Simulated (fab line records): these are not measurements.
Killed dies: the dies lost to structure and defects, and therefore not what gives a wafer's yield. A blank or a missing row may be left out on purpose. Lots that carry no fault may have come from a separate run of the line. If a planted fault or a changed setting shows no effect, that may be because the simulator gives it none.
fab line records	flow rit-cmos
[record] lots = 14	wafers = 42	last-day = 8
route steps=202 shown PLDD@122 M1@202
lots untouched by any fault: they come from a run of this same line in which no faults occurred
start-h: hours from the record's opening day to when the first of the lot's shown wafers began	wait-h: hours from the lot's prior step to this one	" the same as in the row above	L1.1+2: a single row standing in for several wafers	- either no value or no given start	* or withheld: withheld	< > ~ a bound
route shown NAME@n: NAME is a module with steps in the file, n the number in the route of the first one	usual: mean and standard deviation over wafers with no fault	same: alike in all rows	chamber/n: place in a boat	sites: per-site readings	_std_site: the standard deviation of these	_edge_site: the outer-site mean with the inner-site mean subtracted	radius-mm: for every site, how far away it sits from the centre of the wafer	mask NAME#n: copy n	behind: the last tool/chamber to shape the wafer	hold: why the lot was held/for how many hours/how that ended	device: the transistor (n, p or np) that didn't switch	end of line: at the end of the route, the tests of the same wafers	for a step that has no rows: nothing shown but its recipe	killed: the dies lost at the first sort to structure and to defects; this is not the yield of the wafer	map: per-die view of a wafer (x killed, . not killed, _ where there is no die)
set.NAME: setting as actually run; set.NAME@STEP: the setting as run at that earlier step	model.NAME: the simulator's own value behind a step, which no gauge read
route steps across a sampled set of lots; one table per step, one row per wafer
services: a tool's chamber out of use, with start hour (start-h, from the record's first day; less than 0 if before it), hours out, and reason
[[steps]]
[step RIT_PLDD_IMPLANT_08]
[recipe] species = BF2	energy-kev = 20	dose-cm2 = 9e+14	tilt-deg = 7
[usual] beam-on-s = 10.01/0.2	dose-ions-cm2 = 9e+14/9.5e+11	faraday-current-uA = 2820/56
[same] implant-ion-amu = 49
lot.wafer	tool	chamber	start-h	wait-h	beam-on-s	dose-ions-cm2	faraday-current-uA
L744.1	implanter-03	0	47.28	0.1	10.14	8.996e+14	2780
L744.3	"	0	"	"	9.95	9.012e+14	2827
L744.4	"	0	"	"	9.89	9.007e+14	2848
L745.2	implanter-03	0	51.17	0.1	10.04	9.003e+14	2812
L745.3	"	0	"	"	10.04	8.989e+14	2789
L745.6	"	0	"	"	10.00	9.007e+14	2818
L747.1	implanter-01	0	63.83	0.1	10.24	8.969e+14	2750
L747.2	"	0	"	"	9.84	9.001e+14	2855
L747.6	"	0	"	"	9.99	8.997e+14	2823
L748.1	implanter-02	0	71.00	0.1	10.20	8.987e+14	2768
L748.4	"	0	"	"	10.16	8.996e+14	2765
L748.6	"	0	"	"	9.83	8.979e+14	2859
L749.1	implanter-03	0	73.61	0.1	9.90	9.001e+14	2851
L749.2	"	0	"	"	10.29	8.994e+14	2741
L749.5	"	0	"	"	10.10	8.987e+14	2799
L750.1	implanter-01	0	79.43	0.1	9.78	9.003e+14	2878
L750.2	"	0	"	"	10.04	9.003e+14	2810
L750.6	"	0	"	"	10.05	9.014e+14	2808
L752.1	implanter-03	0	85.30	0.1	9.98	8.989e+14	2831
L752.3	"	0	"	"	9.77	9.009e+14	2889
L752.4	"	0	"	"	10.12	8.998e+14	2791
L753.3	implanter-01	0	94.93	0.1	10.07	6.262e+14	1957
L753.4	"	0	"	"	9.75	6.273e+14	2019
L753.6	"	0	"	"	10.11	6.267e+14	1949
L754.3	implanter-01	0	99.54	0.1	10.32	6.266e+14	1906
L754.5	"	0	"	"	10.01	6.269e+14	1975
L754.6	"	0	"	"	9.91	6.264e+14	1993
L761.2	implanter-02	0	141.32	0.1	9.90	9.001e+14	2846
L761.4	"	0	"	"	9.86	8.989e+14	2877
L761.5	"	0	"	"	9.64	8.998e+14	2933
L763.2	implanter-02	0	156.77	0.1	9.95	8.994e+14	2833
L763.4	"	0	"	"	10.06	8.998e+14	2806
L763.5	"	0	"	"	10.04	8.994e+14	2815
L765.2	implanter-01	0	171.28	0.1	9.90	8.985e+14	2851
L765.3	"	0	"	"	9.89	9.002e+14	2844
L765.4	"	0	"	"	9.72	8.994e+14	2888
L767.2	implanter-02	0	176.95	0.1	9.92	9e+14	2856
L767.4	"	0	"	"	10.00	9.007e+14	2822
L767.6	"	0	"	"	10.14	9.004e+14	2782
L766.1	implanter-01	0	177.21	0.1	9.89	9e+14	2857
L766.2	"	0	"	"	10.00	8.996e+14	2800
L766.6	"	0	"	"	10.21	8.992e+14	2752
[step RIT_PLDD_TW_MEAS_10]
[usual] PLDD_TW = 2356/25
lot.wafer	tool	chamber	start-h	wait-h	hold	PLDD_TW
L744.1	film-metro-04	-	47.60	0.1	-	2348
L744.3	"	-	"	"	-	2352
L744.4	"	-	"	"	-	2357
L745.2	film-metro-04	-	51.48	0.1	-	2319
L745.3	"	-	"	"	-	2337
L745.6	"	-	"	"	-	2327
L747.1	film-metro-04	-	64.15	0.1	-	2333
L747.2	"	-	"	"	-	2347
L747.6	"	-	"	"	-	2331
L748.1	film-metro-04	-	71.32	0.1	-	2336
L748.4	"	-	"	"	-	2325
L748.6	"	-	"	"	-	2322
L749.1	film-metro-03	-	73.94	0.1	-	2381
L749.2	"	-	"	"	-	2384
L749.5	"	-	"	"	-	2376
L750.1	film-metro-03	-	79.76	0.1	-	2381
L750.2	"	-	"	"	-	2374
L750.6	"	-	"	"	-	2382
L752.1	film-metro-01	-	85.63	0.1	-	2350
L752.3	"	-	"	"	-	2326
L752.4	"	-	"	"	-	2330
L753.3	film-metro-01	-	95.23	0.1	await-dispo/0.2h/release	2129
L753.4	"	-	"	"	await-dispo/0.2h/release	2129
L753.6	"	-	"	"	await-dispo/0.2h/release	2131
L753.3	film-metro-01	-	95.45	0.2	-	2124
L753.4	"	-	"	"	-	2117
L753.6	"	-	"	"	-	2136
L754.3	film-metro-03	-	99.84	0.1	await-dispo/0.2h/release	2170
L754.5	"	-	"	"	await-dispo/0.2h/release	2175
L754.6	"	-	"	"	await-dispo/0.2h/release	2173
L754.3	film-metro-03	-	100.07	0.2	-	2177
L754.5	"	-	"	"	-	2168
L754.6	"	-	"	"	-	2172
L761.2	film-metro-03	-	141.63	0.1	-	2394
L761.4	"	-	"	"	-	2396
L761.5	"	-	"	"	-	2398
L763.2	film-metro-03	-	157.08	0.1	-	2395
L763.4	"	-	"	"	-	2386
L763.5	"	-	"	"	-	2401
L765.2	film-metro-01	-	171.59	0.1	-	2330
L765.3	"	-	"	"	-	2326
L765.4	"	-	"	"	-	2321
L767.2	film-metro-03	-	177.26	0.1	-	2375
L767.4	"	-	"	"	-	2387
L767.6	"	-	"	"	-	2372
L766.1	film-metro-01	-	177.54	0.1	-	2342
L766.2	"	-	"	"	-	2332
L766.6	"	-	"	"	-	2340
[step RIT_SDANNEAL_RS_MEAS_06]
[recipe] thk-meas-gauge = four-point-probe
[usual] PLDD_RS = 178.8/0.46
lot.wafer	tool	chamber	start-h	wait-h	hold	PLDD_RS[ohm/sq]
L744.1	film-metro-03	-	54.30	0.1	-	178.3
L744.3	"	-	"	"	-	178.2
L744.4	"	-	"	"	-	178.6
L745.2	film-metro-03	-	58.82	0.1	-	178.6
L745.3	"	-	"	"	-	179.2
L745.6	"	-	"	"	-	179.4
L747.1	film-metro-01	-	70.23	0.1	-	178.2
L747.2	"	-	"	"	-	178.8
L747.6	"	-	"	"	-	178.5
L748.1	film-metro-01	-	77.74	0.1	-	178.9
L748.4	"	-	"	"	-	178.4
L748.6	"	-	"	"	-	179.4
L749.1	film-metro-01	-	80.15	0.1	-	178.8
L749.2	"	-	"	"	-	179.5
L749.5	"	-	"	"	-	179.4
L750.1	film-metro-03	-	86.11	0.1	-	179.4
L750.2	"	-	"	"	-	178.8
L750.6	"	-	"	"	-	179.3
L752.1	film-metro-01	-	92.31	0.1	-	178.3
L752.3	"	-	"	"	-	178.7
L752.4	"	-	"	"	-	179.3
L753.3	film-metro-04	-	103.30	0.1	await-dispo/0.2h/release	216.7
L753.4	"	-	"	"	await-dispo/0.2h/release	216.9
L753.6	"	-	"	"	await-dispo/0.2h/release	216.6
L753.3	film-metro-04	-	103.59	0.3	-	216.5
L753.4	"	-	"	"	-	216.7
L753.6	"	-	"	"	-	217.0
L754.3	film-metro-04	-	115.32	0.1	await-dispo/0.2h/release	216.3
L754.5	"	-	"	"	await-dispo/0.2h/release	216.9
L754.6	"	-	"	"	await-dispo/0.2h/release	217.6
L754.3	film-metro-04	-	115.61	0.3	-	216.3
L754.5	"	-	"	"	-	216.5
L754.6	"	-	"	"	-	217.6
L761.2	film-metro-01	-	148.10	0.1	-	179.1
L761.4	"	-	"	"	-	178.2
L761.5	"	-	"	"	-	179.0
L763.2	film-metro-03	-	165.87	0.1	-	179.2
L763.4	"	-	"	"	-	178.6
L763.5	"	-	"	"	-	178.6
L765.2	film-metro-03	-	177.82	0.1	-	178.6
L765.3	"	-	"	"	-	178.2
L765.4	"	-	"	"	-	178.6
L767.2	film-metro-04	-	183.68	0.1	-	178.4
L767.4	"	-	"	"	-	178.6
L767.6	"	-	"	"	-	178.8
L766.1	film-metro-01	-	184.14	0.1	-	178.8
L766.2	"	-	"	"	-	178.7
L766.6	"	-	"	"	-	178.7
[step RIT_M1_PROBE_99]
[usual] defect-limited-yield = 97.2/1.2	killed-at-contacts = 0.1/0.27	killed-at-front-end = 7/3.1	killed-dies = 7/3.2	killed-open = 3.8/2.1	killed-short = 3.6/2	sort_bin_3_pad_short = 0.1/0.22	sort_bin_5_function = 1.7/0.8	sort_bin_6_memory = 1.0/0.64	sort-n-pass = 257/3.2	sort-yield-pct = 97.2/1.2
[same] gross-dies = 264	killed_at_M0_to_M3 = 0	killed_at_M4_up = 0	killed-at-back-side = 0	killed-at-other = 0
lot.wafer	tool	chamber	start-h	wait-h	defect-limited-yield[%]	killed-at-contacts	killed-at-front-end	killed-dies	killed-open	killed-short	sort_bin_3_pad_short[%]	sort_bin_5_function[%]	sort_bin_6_memory[%]	sort-n-pass	sort-yield-pct[%]
L745.2	prober-02	-	66.07	0.1	98.1	0	5	5	1	4	0	1.1	0.8	259	98.1
L745.3	prober-02	-	66.12	0.2	97.0	0	8	8	4	4	0	1.9	1.1	256	97.0
L745.6	prober-02	-	66.27	0.2	97.0	0	8	8	4	4	0	1.9	1.1	256	97.0
// killed by level:class
L745.2 SILICIDE:geometric-particle:short=2 FOX1:geometric-particle:open=1 GATE:geometric-particle:short=1 REOX:geometric-particle:short=1
L745.3 REOX:geometric-particle:open=2 REOX:geometric-particle:short=2 FOX1:geometric-particle:short=1 FOX2:geometric-particle:open=1 GATE:geometric-particle:open=1 GATE:geometric-particle:short=1
L745.6 GATE:geometric-particle:open=2 FOX1:geometric-particle:open=1 FOX2:geometric-particle:open=1 FOX2:geometric-particle:short=1 GATE:geometric-particle:short=1 SPACER:geometric-particle:short=1 SILICIDE:geometric-particle:short=1
[[services]]
tool	chamber	start-h	hours	kind
implanter-02	-	80.94	8.9	repair
implanter-01	-	88.52	3.7	pm
implanter-03	-	94.88	2.2	repair
implanter-03	-	112.20	2.0	pm
implanter-01	-	114.42	3.3	repair
implanter-03	-	122.91	56.3	pm
implanter-01	-	146.74	3.3	pm
[[key]]
[first-sign] step = RIT_PLDD_IMPLANT_08	reading = dose-ions-cm2	direction = down	sigmas = 99+	usual = 9e+14	struck = 6.267e+14
[effect] step = RIT_PLDD_IMPLANT_08	reading = faraday-current-uA	direction = down	sigmas = 15	usual = 2820	struck = 1967
[effect] step = RIT_PLDD_TW_MEAS_10	reading = visit	direction = added
[effect] step = RIT_PLDD_TW_MEAS_10	reading = PLDD_TW	direction = down	sigmas = 8.1	usual = 2356	struck = 2151
[effect] step = RIT_SDANNEAL_RS_MEAS_06	reading = PLDD_RS	direction = up	sigmas = 83	usual = 178.8	struck = 216.8
met-at RIT_PLDD_IMPLANT_08
struck-lots L753,L754
scrapped-behind RIT_SDANNEAL_RS_MEAS_06 L753.3,L753.4,L753.6,L754.3,L754.5,L754.6
onset-between 79.43 94.93
[fault] kind = process-parameter-drift	tool = implanter-01	chamber = -	onset-h = 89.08	steps = RIT_PLDD_IMPLANT_08	channel = dose-cm2	offset = -2.7363e+14	shape = step	end-h = 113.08	acts-in = these-recipes-only	stated = 9e+14
